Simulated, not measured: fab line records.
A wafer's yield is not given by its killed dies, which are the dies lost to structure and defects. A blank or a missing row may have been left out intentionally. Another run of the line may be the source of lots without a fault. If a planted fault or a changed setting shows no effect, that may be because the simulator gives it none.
Struck lot and sound lot, side by side -- flow ritCmos -- 44 out of 202 route steps
Sound: these wafers, L204.2, L204.3, L204.4. Struck: wafer L214.3 (L214.2, L214.5, from the same lot, were not struck and are left out); the cause is given at the end.
For every step that has rows: the tool of each side, followed by ch and its chambers, followed by its first start. Under that, the readings that differ: sound wafers -- struck wafers -- difference of the means -- sigmas: that difference in standard deviations of wafers without a fault.
alike: readings whose means differ by less than 2 such deviations, and words and numbers that are the same on both sides. not compared: withheld readings, readings that some wafer has no value for, bounds like >300 that may hide the same value, and numbers for which the record gives no deviation and whose values overlap.
Wherever a step has rows on one side only, a row that says differs or no value, or a row with sigmas, the two part there. Numbers that don't overlap but have no deviation are shown without sigmas and don't part them. Lack of a reading on every wafer of one side parts them only where that side has two or more wafers.

first, 2 steps without rows for these wafers: RIT_PLDD_PEB_04; RIT_PLDD_DEVELOP_05 (develop time 50 s).
RIT_PLDD_OVL_MEAS_06:
  sound on overlay-01 at day 3 09:19; struck on overlay-02 at day 5 10:41
  alike: PLDD_OVL
then, 2 steps without rows for these wafers: RIT_PLDD_HARDBAKE_07 (time 60 s); RIT_PLDD_IMPLANT_08.
RIT_PLDD_STRIP_09: strips in O2, time 180 s.
  sound on plasmaAsher-02 ch 0,1, day 3 09:39; struck on plasmaAsher-02 ch 0, day 5 11:01
  alike: drypumpMotorCurrentA
  not compared: rfHoursCounterH
RIT_PLDD_TW_MEAS_10:
  sound on filmMetro-02 at day 3 09:50; struck on filmMetro-02 at day 5 11:12
  alike: PLDD_TW
then, 4 steps without rows for these wafers: RIT_SPACER_CLEAN_00 (cleans in SC1, time 600 s); RIT_SPACER_CLEAN_01 (cleans in dHF, time 30 s); RIT_SPACER_CLEAN_02 (cleans in SC2, time 600 s); RIT_SPACER_CVD_03 (deposits Si3N4 from SiH2Cl2/NH3, target thk 250 nm, time 3300 s).
RIT_SPACER_THK_MEAS_04:
  sound on filmMetro-01 at day 3 12:10; struck on filmMetro-03 at day 5 13:32
  alike: SPACER_NITRIDE_THK
RIT_SPACER_ETCHBACK_05: etches Si3N4 in SF6/CHF3, stops on SiO2, target depth 250 nm, time 240 s.
  sound on rieDiel-02 ch 0,1,3, day 3 12:13; struck on rieDiel-02 ch 2, day 5 13:35
reading,sound,struck,difference,sigmas
drypumpMotorCurrentA (A),5.9 5.5 5.6,4.6,-1.1,-2
oesProductAu (a.u.),0.865 0.832 0.829,0.717,-0.125,-7
runLengthS (s),268.1 268.9 269.0,336.0,+67.3,+99 or more
model.poly-Si_of_GATE_CVD_08.thkNm (nm),166.1 166.9 168,145.8,-21.2,
model.Si3N4_of_SPACER_CVD_03.thkNm (nm),197.5 197.3 197.3,178.4,-19.0,
model.SiO2_of_FOX2_OXIDATION_00.thkNm (nm),176.2 174.1 173.6,160.5,-14.1,
  alike: throttleValvePct
  not compared: rfHoursCounterH
then, 6 steps without rows for these wafers: RIT_NSD_HMDS_00 (prime time 60 s); RIT_NSD_COAT_01 (resist thk 1000 nm); RIT_NSD_SOFTBAKE_02 (time 60 s); RIT_NSD_EXPOSE_03 (exposes mask M9, target cd 40700 nm); RIT_NSD_PEB_04; RIT_NSD_DEVELOP_05 (develop time 50 s).
RIT_NSD_OVL_MEAS_06:
  sound on overlay-01 at day 3 13:15; struck on overlay-02 at day 5 14:35
  alike: NSD_OVL
then, 2 steps without rows for these wafers: RIT_NSD_HARDBAKE_07 (time 60 s); RIT_NSD_IMPLANT_08.
RIT_NSD_STRIP_09: strips in O2, time 180 s.
  sound on plasmaAsher-04 ch 0,1, day 3 13:35; struck on plasmaAsher-04 ch 1, day 5 14:55
  alike: drypumpMotorCurrentA
  not compared: rfHoursCounterH
RIT_NSD_TW_MEAS_10:
  sound on filmMetro-01 at day 3 13:46; struck on filmMetro-02 at day 5 15:07
reading,sound,struck,difference,sigmas
NSD_TW,3095 3102 3086,3164,+70,+3
then, 6 steps without rows for these wafers: RIT_PSD_HMDS_00 (prime time 60 s); RIT_PSD_COAT_01 (resist thk 1000 nm); RIT_PSD_SOFTBAKE_02 (time 60 s); RIT_PSD_EXPOSE_03 (exposes mask M10, target cd 40900 nm); RIT_PSD_PEB_04; RIT_PSD_DEVELOP_05 (develop time 50 s).
RIT_PSD_OVL_MEAS_06:
  sound on overlay-02 at day 3 14:40; struck on overlay-02 at day 5 16:14
  alike: PSD_OVL
then, 2 steps without rows for these wafers: RIT_PSD_HARDBAKE_07 (time 60 s); RIT_PSD_IMPLANT_08.
RIT_PSD_STRIP_09: strips in O2, time 180 s.
  sound on plasmaAsher-01 ch 0,1, day 3 15:00; struck on plasmaAsher-04 ch 0, day 5 16:35
  alike: drypumpMotorCurrentA
  not compared: rfHoursCounterH
RIT_PSD_TW_MEAS_10:
  sound on filmMetro-02 at day 3 15:11; struck on filmMetro-02 at day 5 16:47
  alike: PSD_TW
then, 2 steps without rows for these wafers: RIT_SDANNEAL_CLEAN_00 (cleans in SC1, time 600 s); RIT_SDANNEAL_CLEAN_01 (cleans in dHF, time 30 s).
RIT_SDANNEAL_CLEAN_02: cleans in SC2, time 600 s.
  sound on wetBench-03 ch 1, day 3 15:26; struck on wetBench-03 ch 1, day 5 17:01
reading,sound,struck,difference,sigmas
model.poly-Si_of_GATE_CVD_08.thkNm (nm),161.7 162.6 163.6,141.5,-21.1,
RIT_SDANNEAL_RTA_03: time 5 s.
  sound on rtpAnneal-02 ch 0, day 3 15:37; struck on rtpAnneal-02 ch 0, day 5 17:12
  alike: annealTempCMax, rampDownCPerS, wafer_temp_C_max
RIT_SDANNEAL_RS_MEAS_04: the measuring method here is four-point-probe.
  sound on filmMetro-04 at day 3 15:41; struck on filmMetro-02 at day 5 17:16
  alike: PSD_RS
RIT_SDANNEAL_RS_MEAS_05: the measuring method here is four-point-probe.
  sound on filmMetro-04 at day 3 15:48; struck on filmMetro-02 at day 5 17:23
  alike: NSD_RS
RIT_SDANNEAL_RS_MEAS_06: the measuring method here is four-point-probe.
  sound on filmMetro-04 at day 3 15:55; struck on filmMetro-02 at day 5 17:31
  alike: PLDD_RS
RIT_SILICIDE_WET_ETCH_00: etches SiO2 in BOE, target depth 14 nm, time 15 s.
  sound on wetBench-04 ch 3, day 3 16:08; struck on wetBench-01 ch 1, day 5 17:44
reading,sound,struck,difference,sigmas
model.Si3N4_of_SPACER_CVD_03.thkNm (nm),196.3 196.1 196.1,177.2,-19.0,
model.SiO2_of_FOX2_OXIDATION_00.thkNm (nm),147.2 145.2 144.8,132,-14,
RIT_M1_PROBE_99:
  sound on prober-01 at day 3 23:11; struck on prober-01 at day 6 01:18
  alike: killedAtContacts, killedAtFrontEnd, killedDies, killedOpen, killedShort

WHERE THEY PART
Last at RIT_NSD_TW_MEAS_10 as far as this record goes, first at RIT_SPACER_ETCHBACK_05. Later steps at which nothing parts them and some readings are alike: RIT_PSD_OVL_MEAS_06, RIT_PSD_STRIP_09, RIT_PSD_TW_MEAS_10, RIT_SDANNEAL_RTA_03, RIT_SDANNEAL_RS_MEAS_04, RIT_SDANNEAL_RS_MEAS_05, RIT_SDANNEAL_RS_MEAS_06, RIT_M1_PROBE_99.

WHY: whatever the simulator had introduced
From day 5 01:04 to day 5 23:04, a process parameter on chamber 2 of rieDiel-02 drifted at RIT_SPACER_ETCHBACK_05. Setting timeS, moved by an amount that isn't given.
